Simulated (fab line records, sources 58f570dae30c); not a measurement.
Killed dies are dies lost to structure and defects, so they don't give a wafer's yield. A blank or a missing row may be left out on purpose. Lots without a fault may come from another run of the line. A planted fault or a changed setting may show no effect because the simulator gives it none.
Which tool did it? | flow berkeley_cmos170 | 7 lots, 21 wafers sampled, at 2 steps of a route of 331

WHAT THE GAUGES READ, wafer by wafer
UCB170_M3_RS_MEAS_02: measures by four-point-probe.
lot  | measured     | on            | M3_AL_RS (ohm/sq)
L705 | day 8 20:56  | film_metro-01 | 0.0319 0.0315 0.0317
L708 | day 9 21:07  | film_metro-01 | 0.0322 0.0325 0.0322
L712 | day 10 07:28 | film_metro-02 | 0.0322 0.0323 0.0323
L718 | day 11 15:02 | film_metro-03 | 0.0301 0.0299 0.0298
L722 | day 12 10:29 | film_metro-03 | 0.0318 0.0319 0.0321
L721 | day 12 22:59 | film_metro-02 | 0.0320 0.0323 0.0321
L725 | day 14 01:19 | film_metro-02 | 0.0322 0.0327 0.0328

WHICH TOOL RAN EACH LOT (tool, then ch and the chambers of the sampled wafers, then the start)
lot  | UCB170_M3_SPUTTER_01
L705 | pvd_sputter-03, day 8 20:52
L708 | pvd_sputter-03, day 9 20:59
L712 | pvd_sputter-04, day 10 07:22
L718 | pvd_sputter-02, day 11 14:57
L722 | pvd_sputter-03, day 12 10:23
L721 | pvd_sputter-04, day 12 22:55
L725 | pvd_sputter-03, day 14 01:14
- UCB170_M3_SPUTTER_01: material Al, target thk 900 nm, time 120 s.

THE ANSWER, worked out from the rows above alone
Rule: what is usual is taken from the lots themselves. Put in order of their means at a reading, lots are off if they are a third of the lots or fewer, leave a main group of 4 or more, and stand apart from it by a gap of 3 or more times the standard deviation of the main group's means; of several such gaps the widest counts. A main group whose means are all the same, to the digits that the tables above print for the reading, isn't used. A lot without any number at a reading at which 4 lots or more have one is off too. The other lots that the step has rows for count as sound.
Off: L718, at UCB170_M3_RS_MEAS_02 (M3_AL_RS). The main group: mean 0.0321 ohm/sq, standard deviation 0.00028.
A tool fits if, at a process step before that reading, it ran every lot that is off, and no sound lot after the first of them. The gauges at UCB170_M3_RS_MEAS_02 are tried like those tools. One fits: pvd_sputter-02 at UCB170_M3_SPUTTER_01. It ran no sound lot before its first lot that is off in this sample, so the start can't be narrowed down.

WHAT THE SIMULATOR HAD PUT IN
Process parameter drift: pvd_sputter-02, from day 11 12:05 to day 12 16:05, at UCB170_M3_SPUTTER_01. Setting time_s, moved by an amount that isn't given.
Lots struck among those shown: L718. The rule above found the same.
